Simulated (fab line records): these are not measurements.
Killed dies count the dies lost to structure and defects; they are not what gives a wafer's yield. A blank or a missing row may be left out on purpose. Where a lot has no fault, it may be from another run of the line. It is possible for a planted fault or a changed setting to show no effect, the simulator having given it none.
fab line records	flow rit_cmos
[record] lots = 6	wafers = 18	last_day = 6
route steps=202 shown ACTIVE@1 FOX1@20 FOX2@23 M1@202
lots with no fault: from the same line, run without faults
start_h: hours from the record's first day to the start of the lot's first wafer shown	wait_h: time in hours since the lot's previous step	" same as the row above	L1.1+2: a row that stands for several wafers	- no value, or no start given	* or withheld: withheld	< > ~ a bound
route shown NAME@n: a module of which the file shows steps, and the number in the route of the first	usual: mean/standard deviation of fault-free wafers	same: alike in all rows	chamber/n: place in a boat	sites: per-site readings	_std_site: the standard deviation of these	_edge_site: mean of outer sites minus mean of inner sites	radius_mm: for every site, how far away it sits from the centre of the wafer	mask NAME#n: copy n	behind: tool/chamber where the wafer was last shaped	hold: why the lot was held/for how many hours/how that ended	device: which transistor (n, p or np) failed to switch	end of line: at the end of the route, the tests of the same wafers	a step given without rows: its recipe and nothing more	killed: not the wafer's yield, but the dies lost to structure and defects at the first sort	map: shows each die of a wafer: x if killed, . if not, _ if none is there
set.NAME: setting as actually run; set.NAME@STEP: the setting as run at that earlier step	model.NAME: the simulator's own value behind a step, which no gauge read
lots seen at some steps along the route; tables by step, rows by wafer
services: the hour from which a tool's chamber was out of use, counted from the record's first day as start_h (under 0 if before that day), plus the number of hours and why
[[steps]]
[step RIT_ACTIVE_BOW_MEAS_00]
[recipe] mode = bow
[usual] INCOMING_BOW = 0/6.8
lot.wafer	tool	chamber	start_h	wait_h	INCOMING_BOW[um]
L286.4	film_metro-04	-	40.06	-	2
L286.5	"	-	"	"	2
L286.6	"	-	"	"	-16
L290.2	film_metro-03	-	60.02	-	-23
L290.4	"	-	"	"	12
L290.6	"	-	"	"	-3
L291.1	film_metro-02	-	65.00	-	3
L291.3	"	-	"	"	8
L291.6	"	-	"	"	-4
L295.2	film_metro-03	-	85.02	-	-2
L295.3	"	-	"	"	-15
L295.4	"	-	"	"	10
L296.1	film_metro-03	-	90.00	-	-1
L296.3	"	-	"	"	2
L296.5	"	-	"	"	6
L297.1	film_metro-04	-	95.00	-	-6
L297.3	"	-	"	"	1
L297.5	"	-	"	"	-3
[step RIT_ACTIVE_OXIDATION_01]
[recipe] temp_c = 1005	ambient = O2	target_thk_a = 468	ox_time_s = 3360
[step RIT_ACTIVE_THK_MEAS_02]
[recipe] reads = SiO2_of_ACTIVE_OXIDATION_01
[usual] ACTIVE_OXIDE_THK = 48.7/0.99
lot.wafer	tool	chamber	start_h	wait_h	ACTIVE_OXIDE_THK[nm]
L286.4	film_metro-03	-	44.06	0.0	48.9
L286.5	"	-	"	"	49.5
L286.6	"	-	"	"	49.0
L290.2	film_metro-04	-	62.06	0.0	49.5
L290.4	"	-	"	"	49.0
L290.6	"	-	"	"	48.8
L291.1	film_metro-04	-	67.05	0.0	47.9
L291.3	"	-	"	"	48.9
L291.6	"	-	"	"	48.8
L295.2	film_metro-04	-	88.40	0.0	48.5
L295.3	"	-	"	"	49.1
L295.4	"	-	"	"	48.7
L296.1	film_metro-03	-	92.63	0.0	47.9
L296.3	"	-	"	"	47.9
L296.5	"	-	"	"	48.7
L297.1	film_metro-03	-	97.27	0.0	48.1
L297.3	"	-	"	"	49.2
L297.5	"	-	"	"	49.6
[step RIT_ACTIVE_CVD_03]
[recipe] material = Si3N4	target_thk_nm = 150	temp_c = 810	precursor = SiH2Cl2/NH3	time_s = 1500	pressure_mtorr = 300	sih2cl2_flow_sccm = 60	nh3_flow_sccm = 150
[usual] spike_tc_centre_C = 813.3/1.2	zone_power_centre_pct = 39.5/3	zone_power_source_pct = 20.09/0.19
lot.wafer	tool	chamber	start_h	wait_h	spike_tc_centre_C	zone_power_centre_pct	zone_power_source_pct	model.Si3N4_of_ACTIVE_CVD_03.thk_nm
L286.4	lpcvd-02	0	44.09	0.0	810.8	45.1	20.00	151.6
L286.5	"	0	"	"	815.4	44.5	19.94	152
L286.6	"	0	"	"	814.5	44.5	20.31	151
L290.2	lpcvd-01	1	62.11	0.0	815.0	38.6	20.20	151.2
L290.4	"	1	"	"	813.4	38.4	20.00	150.7
L290.6	"	1	"	"	816.3	38.5	20.17	149.6
L291.1	lpcvd-01	0	67.11	0.1	813.5	37.4	20.17	148.7
L291.3	"	0	"	"	813.9	37.0	20.07	148.3
L291.6	"	0	"	"	813.7	37.5	20.13	146.9
L295.2	lpcvd-01	0	88.45	0.0	813.0	37.2	19.94	150.2
L295.3	"	0	"	"	812.6	37.2	20.04	150.8
L295.4	"	0	"	"	815.2	37.1	20.20	149.9
L296.1	lpcvd-02	0	92.69	0.1	840.5	57.0	18.98	188.5
L296.3	"	0	"	"	840.8	57.2	19.25	173.1
L296.5	"	0	"	"	841.9	57.1	18.73	161
L297.1	lpcvd-02	0	97.33	0.1	840.8	56.4	18.86	187.8
L297.3	"	0	"	"	841.3	56.5	19.01	171.1
L297.5	"	0	"	"	841.2	57.9	18.83	160.8
[step RIT_ACTIVE_THK_MEAS_04]
[recipe] reads = Si3N4_of_ACTIVE_CVD_03
[usual] ACTIVE_NITRIDE_THK = 150.2/1.3
lot.wafer	tool	chamber	start_h	wait_h	ACTIVE_NITRIDE_THK[nm]
L286.4	film_metro-03	-	45.54	0.0	151.6
L286.5	"	-	"	"	152.2
L286.6	"	-	"	"	151.0
L290.2	film_metro-04	-	63.54	0.0	151.2
L290.4	"	-	"	"	150.7
L290.6	"	-	"	"	149.5
L291.1	film_metro-04	-	68.53	0.0	148.8
L291.3	"	-	"	"	148.4
L291.6	"	-	"	"	146.8
L295.2	film_metro-02	-	89.88	0.0	150.1
L295.3	"	-	"	"	150.9
L295.4	"	-	"	"	149.9
L296.1	film_metro-02	-	94.11	0.0	188.6
L296.3	"	-	"	"	173.1
L296.5	"	-	"	"	161.0
L297.1	film_metro-03	-	98.75	0.0	187.7
L297.3	"	-	"	"	171.0
L297.5	"	-	"	"	160.7
[step RIT_ACTIVE_HMDS_05]
[recipe] prime_time_s = 60	prime_temp_c = 140
[step RIT_ACTIVE_COAT_06]
[recipe] resist = NOVOLAK	spin_rpm = 3250	resist_thk_nm = 1000
[step RIT_ACTIVE_SOFTBAKE_07]
[recipe] resist = NOVOLAK	temp_c = 90	time_s = 60
[step RIT_ACTIVE_EXPOSE_08]
[recipe] mask_id = M1	na = 0.6	source_shape = conventional	sigma_outer = 0.6	target_cd_nm = 1400	dose_mj = 225
[step RIT_ACTIVE_PEB_09]
[recipe] resist = NOVOLAK	temp_c = withheld	time_s = withheld
[step RIT_ACTIVE_DEVELOP_10]
[recipe] resist = NOVOLAK	develop_time_s = 50	dev_temp_c = 23
[step RIT_ACTIVE_CD_MEAS_11]
[recipe] target_cd_nm = 1400
[usual] cd_nm = 1399.9/2.3
lot.wafer	tool	chamber	start_h	wait_h	cd_nm
L286.4	cd_sem-01	-	46.48	-	1400.6
L286.5	"	-	"	"	1400.1
L286.6	"	-	"	"	1398.8
L290.2	cd_sem-01	-	64.50	-	1398.2
L290.4	"	-	"	"	1399.2
L290.6	"	-	"	"	1399.0
L291.1	cd_sem-01	-	69.56	-	1398.1
L291.3	"	-	"	"	1400.0
L291.6	"	-	"	"	1397.9
L295.2	cd_sem-02	-	90.92	-	1399.4
L295.3	"	-	"	"	1400.0
L295.4	"	-	"	"	1399.4
L296.1	cd_sem-01	-	95.02	-	1398.4
L296.3	"	-	"	"	1397.9
L296.5	"	-	"	"	1397.9
L297.1	cd_sem-01	-	99.66	-	1400.1
L297.3	"	-	"	"	1399.4
L297.5	"	-	"	"	1399.3
[step RIT_ACTIVE_HARDBAKE_12]
[recipe] resist = NOVOLAK	temp_c = 140	time_s = 60
[step RIT_ACTIVE_ETCH_13]
[recipe] stop_on = SiO2	chemistry = SF6	target = Si3N4	time_s = 201.2	over_etch_frac = 0.4	SF6_flow_sccm = 200	pressure_mtorr = 260	rf_w = 125	target_depth_a = 2100
[usual] drypump_motor_current_A = 5.9/0.49	oes_product_au = 0.838/0.011	throttle_valve_pct = 7.49/0.082
lot.wafer	tool	chamber	start_h	wait_h	drypump_motor_current_A	oes_product_au	rf_hours_counter_h	throttle_valve_pct	model.ACTIVE.feature_depth_nm	model.etch.depth_nm
L286.4	rie_diel-01	2	46.76	0.1	5.4	0.846	-	7.48	151.6	151.6
L286.5	"	3	"	"	5.9	0.846	-	7.52	152	152
L286.6	"	2	"	"	5.4	0.865	-	7.48	151	151
L290.2	rie_diel-01	3	64.82	0.1	6.0	0.846	143	7.53	151.2	151.2
L290.4	"	2	"	"	5.4	0.853	1	7.48	150.7	150.7
L290.6	"	3	"	"	5.9	0.833	-	7.54	149.6	149.6
L291.1	rie_diel-04	3	69.83	0.1	5.7	0.841	35	7.54	148.7	148.7
L291.3	"	1	"	"	6.4	0.835	151	7.35	148.4	148.3
L291.6	"	0	"	"	5.6	0.835	-	7.39	146.9	146.9
L295.2	rie_diel-04	3	91.17	0.1	5.7	0.847	35	7.54	150.2	150.2
L295.3	"	2	"	"	6.2	0.845	4	7.48	150.8	150.8
L295.4	"	0	"	"	5.6	0.849	51	7.37	149.9	149.9
L296.1	rie_diel-03	0	95.29	0.1	6.0	0.923	69	7.58	188.5	188.5
L296.3	"	2	"	"	5.3	0.910	7	7.49	173.1	173.1
L296.5	"	3	"	"	6.4	0.864	-	7.53	161	161
L297.1	rie_diel-01	1	99.93	0.1	6.2	0.948	98	7.40	187.8	187.8
L297.3	"	3	"	"	5.9	0.899	144	7.54	171.1	171.1
L297.5	"	0	"	"	5.1	0.881	-	7.41	160.8	160.8
[step RIT_ACTIVE_STRIP_14]
[recipe] chemistry = O2	time_s = 180	resist = NOVOLAK	platen_temp_c = withheld	power_w = 500	pressure_mtorr = 4000	o2_flow_sccm = 4000
[usual] drypump_motor_current_A = 5.78/0.3	o2_flow_sccm = 4000/11
lot.wafer	tool	chamber	start_h	wait_h	drypump_motor_current_A	o2_flow_sccm	rf_hours_counter_h
L286.4	plasma_asher-03	0	46.95	0.1	6.40	3997	-
L286.5	"	0	"	"	6.37	4000	-
L286.6	"	1	"	"	4.88	3977	-
L290.2	plasma_asher-02	1	64.95	0.1	5.79	3993	41
L290.4	"	1	"	"	5.78	4025	-
L290.6	"	1	"	"	5.79	4011	-
L291.1	plasma_asher-02	0	69.97	0.1	5.68	4002	41
L291.3	"	0	"	"	5.71	3988	-
L291.6	"	1	"	"	5.77	3995	-
L295.2	plasma_asher-04	1	91.31	0.1	5.75	3993	48
L295.3	"	0	"	"	6.02	3989	-
L295.4	"	1	"	"	5.79	3988	-
L296.1	plasma_asher-04	1	95.42	0.1	5.73	4016	48
L296.3	"	1	"	"	5.75	4020	-
L296.5	"	0	"	"	6.01	4007	-
L297.1	plasma_asher-04	0	100.06	0.1	5.99	4015	49
L297.3	"	1	"	"	5.75	4011	-
L297.5	"	1	"	"	5.74	3990	-
[step RIT_ACTIVE_CD_MEAS_90]
[recipe] target_cd_nm = 1400
[usual] cd_nm = 1400.0/2.3
lot.wafer	tool	chamber	start_h	wait_h	cd_nm
L286.4	cd_sem-02	-	47.12	0.1	1400.6
L286.5	"	-	"	"	1400.4
L286.6	"	-	"	"	1398.6
L290.2	cd_sem-01	-	65.15	0.1	1398.2
L290.4	"	-	"	"	1399.1
L290.6	"	-	"	"	1398.9
L291.1	cd_sem-02	-	70.14	0.1	1398.6
L291.3	"	-	"	"	1400.5
L291.6	"	-	"	"	1398.4
L295.2	cd_sem-02	-	91.50	0.1	1399.8
L295.3	"	-	"	"	1400.1
L295.4	"	-	"	"	1399.9
L296.1	cd_sem-02	-	95.60	0.1	1398.3
L296.3	"	-	"	"	1397.8
L296.5	"	-	"	"	1398.4
L297.1	cd_sem-02	-	100.24	0.1	1399.9
L297.3	"	-	"	"	1399.3
L297.5	"	-	"	"	1399.4
[step RIT_ACTIVE_CLEAN_15]
[recipe] chemistry = SC1	mix = 3:3:50	time_s = 600	temp_c = 75
[step RIT_ACTIVE_CLEAN_16]
[recipe] chemistry = dHF	dilution = 50:1	time_s = 30
[step RIT_ACTIVE_CLEAN_17]
[recipe] chemistry = SC2	mix = 3:3:50	time_s = 600	temp_c = 75	dry = n2_spin
[step RIT_FOX1_OXIDATION_00]
[recipe] temp_c = 1100	ambient = H2O	target_thk_a = 3507	p_h2o_torr = 720	ox_time_s = 1130
[step RIT_FOX1_THK_MEAS_01]
[recipe] reads = SiO2_of_FOX1_OXIDATION_00
[usual] FOX1_OXIDE_THK = 348/5.8
lot.wafer	tool	chamber	start_h	wait_h	FOX1_OXIDE_THK[nm]
L286.4	film_metro-03	-	48.89	0.0	349
L286.5	"	-	"	"	354
L286.6	"	-	"	"	359
L290.2	film_metro-02	-	67.05	0.0	340
L290.4	"	-	"	"	343
L290.6	"	-	"	"	337
L291.1	film_metro-02	-	72.39	0.0	336
L291.3	"	-	"	"	341
L291.6	"	-	"	"	340
L295.2	film_metro-01	-	94.21	0.0	348
L295.3	"	-	"	"	349
L295.4	"	-	"	"	352
L296.1	film_metro-01	-	98.58	0.0	348
L296.3	"	-	"	"	342
L296.5	"	-	"	"	350
L297.1	film_metro-03	-	103.14	0.0	345
L297.3	"	-	"	"	342
L297.5	"	-	"	"	344
[step RIT_FOX1_WET_ETCH_02]
[recipe] chemistry = BOE	target_depth_nm = 350	time_s = 390	temp_c = 21.5	dry = n2_spin	dilution = 10:1	target = SiO2
[step RIT_FOX2_OXIDATION_00]
[recipe] temp_c = 1100	ambient = H2O	target_thk_a = 3507	p_h2o_torr = 720	ox_time_s = 1130
[step RIT_FOX2_THK_MEAS_01]
[recipe] reads = SiO2_of_FOX2_OXIDATION_00
[usual] FOX2_OXIDE_THK = 349/5.8
lot.wafer	tool	chamber	start_h	wait_h	FOX2_OXIDE_THK[nm]
L286.4	film_metro-01	-	51.28	0.0	346
L286.5	"	-	"	"	352
L286.6	"	-	"	"	348
L290.2	film_metro-01	-	68.54	0.0	343
L290.4	"	-	"	"	340
L290.6	"	-	"	"	341
L291.1	film_metro-04	-	76.15	0.0	355
L291.3	"	-	"	"	354
L291.6	"	-	"	"	351
L295.2	film_metro-04	-	96.52	0.0	355
L295.3	"	-	"	"	350
L295.4	"	-	"	"	350
L296.1	film_metro-04	-	100.97	0.0	351
L296.3	"	-	"	"	354
L296.5	"	-	"	"	347
L297.1	film_metro-04	-	104.63	0.0	352
L297.3	"	-	"	"	349
L297.5	"	-	"	"	351
[step RIT_FOX2_CLEAN_02]
[recipe] chemistry = dHF	dilution = 50:1	time_s = 180
lot.wafer	tool	chamber	start_h	wait_h	model.Si3N4_of_ACTIVE_CVD_03.thk_nm
L286.4	wet_bench-04	2	51.31	0.0	132.4
L286.5	"	2	"	"	132.8
L286.6	"	2	"	"	131.8
L290.2	wet_bench-03	1	68.59	0.0	131.9
L290.4	"	1	"	"	131.4
L290.6	"	1	"	"	130.3
L291.1	wet_bench-04	3	76.21	0.1	129.6
L291.3	"	3	"	"	129.2
L291.6	"	3	"	"	127.7
L295.2	wet_bench-03	0	96.58	0.1	130.9
L295.3	"	0	"	"	131.5
L295.4	"	0	"	"	130.6
L296.1	wet_bench-03	1	101.03	0.1	169.3
L296.3	"	1	"	"	153.8
L296.5	"	1	"	"	141.7
L297.1	wet_bench-04	3	104.69	0.1	168.6
L297.3	"	3	"	"	151.9
L297.5	"	3	"	"	141.6
[step RIT_FOX2_WET_ETCH_03]
[recipe] chemistry = H3PO4	target = Si3N4	target_depth_nm = 195	temp_c = 165	time_s = 2700
[step RIT_M1_PROBE_99]
[usual] killed_at_front_end = 7/3.3	killed_dies = 7/3.3	killed_open = 3.3/1.9	killed_short = 3.6/2.1
[same] gross_dies = 264	killed_at_M0_to_M3 = 0	killed_at_M4_up = 0	killed_at_back_side = 0	killed_at_contacts = 0	killed_at_other = 0
lot.wafer	tool	chamber	start_h	wait_h	killed_at_front_end	killed_dies	killed_open	killed_short	model.etest.pldd.width_nm	model.etest.nldd.width_nm	model.etest.pplus_sal.width_nm	model.etest.nplus_sal.width_nm
L286.4	prober-01	-	92.00	0.2	1	1	1	0	3157	3152	3437	3425
L286.5	prober-01	-	92.05	0.2	5	5	3	2	3144	3131	3432	3438
L286.6	prober-01	-	92.10	0.2	7	7	3	4	3146	3143	3430	3418
L290.2	prober-01	-	111.93	0.1	9	9	5	4	3167	3168	3424	3436
L290.4	prober-01	-	112.03	0.2	7	7	5	2	3152	3154	3488	3446
L290.6	prober-01	-	112.13	0.2	4	4	1	3	3166	3192	3478	3472
L291.1	prober-02	-	119.85	0.1	7	7	3	4	3162	3178	3447	3448
L291.3	prober-02	-	119.95	0.2	7	7	4	3	3158	3169	3411	3418
L291.6	prober-02	-	120.10	0.2	10	10	6	4	3158	3187	3451	3450
L295.2	prober-02	-	139.06	0.1	6	6	3	3	3156	3151	3422	3421
L295.3	prober-02	-	139.11	0.2	2	2	1	1	3134	3164	3429	3435
L295.4	prober-02	-	139.16	0.2	6	6	3	3	3160	3151	3450	3441
L296.1	prober-01	-	144.35	0.1	4	4	2	2	3212	3208	3475	3462
L296.3	prober-01	-	144.45	0.2	7	7	4	3	3203	3217	3494	3470
L296.5	prober-01	-	144.55	0.2	7	7	2	5	3177	3177	3481	3464
L297.1	prober-02	-	148.17	0.1	2	2	2	0	3223	3197	3465	3472
L297.3	prober-02	-	148.27	0.2	3	3	0	3	3191	3195	3451	3428
L297.5	prober-02	-	148.37	0.2	4	4	2	2	3167	3170	3422	3429
// killed by level:class
L286.4 REOX:geometric_particle:open=1
L286.5 FOX1:geometric_particle:open=1 FOX2:geometric_particle:short=1 GATE:geometric_particle:open=1 GATE:geometric_particle:short=1 SPACER:geometric_particle:open=1
L286.6 SPACER:geometric_particle:short=3 FOX1:geometric_particle:short=1 FOX2:geometric_particle:open=1 REOX:geometric_particle:open=1 SPACER:geometric_particle:open=1
L290.2 FOX1:geometric_particle:open=2 FOX2:geometric_particle:short=2 FOX1:geometric_particle:short=1 FOX2:geometric_particle:open=1 GATE:geometric_particle:short=1 SPACER:geometric_particle:open=1 SILICIDE:geometric_particle:open=1
L290.4 REOX:geometric_particle:open=3 GATE:geometric_particle:short=2 SILICIDE:geometric_particle:open=2
L290.6 FOX1:geometric_particle:short=1 GATE:geometric_particle:short=1 REOX:geometric_particle:short=1 SPACER:geometric_particle:open=1
L291.1 GATE:geometric_particle:short=4 FOX1:geometric_particle:open=1 FOX2:geometric_particle:open=1 GATE:geometric_particle:open=1
L291.3 GATE:geometric_particle:open=3 SPACER:geometric_particle:short=2 FOX1:geometric_particle:open=1 GATE:geometric_particle:short=1
L291.6 FOX1:geometric_particle:short=2 GATE:geometric_particle:short=2 SPACER:geometric_particle:open=2 FOX1:geometric_particle:open=1 GATE:geometric_particle:open=1 REOX:geometric_particle:open=1 SILICIDE:geometric_particle:open=1
L295.2 GATE:geometric_particle:open=3 FOX1:geometric_particle:short=1 GATE:geometric_particle:short=1 REOX:geometric_particle:short=1
L295.3 GATE:geometric_particle:open=1 GATE:geometric_particle:short=1
L295.4 GATE:geometric_particle:short=2 FOX1:geometric_particle:open=1 GATE:geometric_particle:open=1 REOX:geometric_particle:open=1 SPACER:geometric_particle:short=1
L296.1 GATE:geometric_particle:short=2 FOX1:geometric_particle:open=1 GATE:geometric_particle:open=1
L296.3 GATE:geometric_particle:open=2 SPACER:geometric_particle:open=2 GATE:geometric_particle:short=1 REOX:geometric_particle:short=1 SPACER:geometric_particle:short=1
L296.5 GATE:geometric_particle:short=3 SPACER:geometric_particle:open=2 FOX2:geometric_particle:short=1 SILICIDE:geometric_particle:short=1
L297.1 FOX1:geometric_particle:open=1 GATE:geometric_particle:open=1
L297.3 FOX1:geometric_particle:short=1 GATE:geometric_particle:short=1 SPACER:geometric_particle:short=1
L297.5 FOX1:geometric_particle:short=2 FOX1:geometric_particle:open=1 SILICIDE:geometric_particle:open=1
[[services]]
tool	chamber	start_h	hours	kind
rie_diel-04	-	21.50	0.3	repair
plasma_asher-04	-	32.25	2.2	repair
plasma_asher-03	-	41.25	0.8	repair
rie_diel-01	0	43.39	5.3	repair
rie_diel-01	1	43.80	5.5	repair
rie_diel-01	3	47.80	8.6	repair
rie_diel-04	2	54.72	5.8	repair
rie_diel-03	1	68.17	6.2	repair
rie_diel-01	1	68.45	7.7	repair
rie_diel-03	0	68.49	5.7	repair
wet_bench-03	-	79.36	2.7	repair
rie_diel-03	-	85.58	0.6	repair
rie_diel-03	2	96.21	16.5	repair
plasma_asher-03	-	99.91	28.1	pm
rie_diel-01	2	102.47	12.0	repair
[[key]]
[first_sign] step = RIT_ACTIVE_CVD_03	reading = spike_tc_centre_C	direction = up	sigmas = 23	usual = 813.3	struck = 841.1
[effect] step = RIT_ACTIVE_CVD_03	reading = zone_power_source_pct	direction = down	sigmas = 6	usual = 20.09	struck = 18.94
[effect] step = RIT_ACTIVE_THK_MEAS_04	reading = ACTIVE_NITRIDE_THK	direction = up	sigmas = 18	usual = 150.2	struck = 173.7
[effect] step = RIT_ACTIVE_ETCH_13	reading = oes_product_au	direction = up	sigmas = 5.9	usual = 0.838	struck = 0.904
[model_effect] step = RIT_ACTIVE_CVD_03	value = Si3N4_of_ACTIVE_CVD_03.thk_nm	without = 150.1	struck = 173.7
[model_effect] step = RIT_ACTIVE_ETCH_13	value = ACTIVE.feature_depth_nm	without = 150.1	struck = 173.7
[model_effect] step = RIT_FOX2_CLEAN_02	value = Si3N4_of_ACTIVE_CVD_03.thk_nm	without = 130.9	struck = 154.5
[model_effect] step = RIT_M1_PROBE_99	value = etest.pldd.width_nm	without = 3171	struck = 3196
met_at RIT_ACTIVE_CVD_03
struck_wafers L296.1,L296.3,L296.5,L297.1,L297.3,L297.5
tester_left_out L296,L297
onset_between 44.09 92.69
[fault] kind = process_parameter_drift	tool = lpcvd-02	chamber = -	onset_h = 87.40	steps = RIT_ACTIVE_CVD_03	channel = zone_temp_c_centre	offset = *	shape = step	end_h = 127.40
// tester_left_out: of these lots the tester's yield and bins aren't shown, on N5 and GAA mostly nor the transistor test; their killed dies are dies lost to structure and defects alone, not to doping, threshold or leakage, so they don't give the yield
